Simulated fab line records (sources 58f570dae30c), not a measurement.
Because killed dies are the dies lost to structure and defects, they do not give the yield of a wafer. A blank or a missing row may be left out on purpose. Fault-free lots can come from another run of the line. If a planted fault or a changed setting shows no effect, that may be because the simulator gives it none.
Code-filled problem report in 8D (eight disciplines) form | flow berkeley cmos170 | the parts of the form that need people (team, actions taken, sign-off) are left out

## 1. THE PROBLEM
prime temp c at UCB170_PVT_HMDS_00 reads a mean of 103.00 C on 6 wafers of 2 lots; wafers without a fault read 99.99 C with a standard deviation of 0.14. That puts it +22 standard deviations away from the usual mean.
The step: prime time 60 s.
Earliest sighting: wafer L605.2 on litho track-02 at day 9 18:46. Wafers with a number at this step in the record: 42, from 14 lots. Rule for "out" (also "out of limits"): further than 4 standard deviations from the usual mean. Any other wafer with a number is counted as sound.

## 2. WHAT IT IS, AND WHAT IT ISN'T
question                    | is                     | is not
which readings at this step | prime temp c           | -
which lots                  | L603, L605             | L588, L590, L591, L594, L596, L597, L598, L599, L602, L607, L610, L611
which wafers of those lots  | all that have a number | -
read on which tools         | litho track-02         | litho track-03, litho track-04
when                        | from day 9 18:46       | up to then (27 sound wafers); but 9 sound wafers of L607, L610, L611 came after

## 3. THE SUSPECTS, EACH WITH WHAT RULES IT OUT
Counting: a tool at any process step up to the reading remains a suspect when it ran all the lots that are out and ran no sound lot after the first of those.
- litho track-02 at UCB170_PVT_HMDS_00 (prime time 60 s): kept. It processed each lot that is out, first L605 at day 9 18:46, and no sound lot thereafter; up to then, the last sound lot it processed was L598 at day 8 21:38. Out on those wafers are its own readings of prime temp c.
After counting, what remains is litho track-02 at UCB170_PVT_HMDS_00.

## 4. THE CAUSE (what the simulator had put in)
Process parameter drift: litho track-02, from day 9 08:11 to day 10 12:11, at UCB170_PVT_HMDS_00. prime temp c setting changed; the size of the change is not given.
The count eliminated every tool but this one.

## 5. THE CHAIN OF EFFECTS, in route order
One row per reading whose mean, taken over the struck wafers that have a number, lies over 3 standard deviations from the usual. Only readings whose record carries a usual standard deviation are examined. hours: median over the lots of the time between each lot's start at the first step of this table that gives one and its start at this step. sigmas: the change, counted in usual standard deviations.
hours | step               | reading      | usual   | on struck wafers | change | sigmas
0     | UCB170_PVT_HMDS_00 | prime temp c | 99.99 C | 103.00           | +3.01  | +22
The process steps in it:
- UCB170_PVT_HMDS_00: prime time 60 s.
Later measuring or inspecting steps at which every struck wafer that the step has a row for has a number for every such reading, and none has moved that far: UCB170_PVT_OVL_MEAS_06.

## 6. HOW IT WOULD HAVE BEEN CAUGHT EARLIER
The fault began at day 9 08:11; the first out-of-limits reading in this record came at day 9 18:46, 11 hours later.
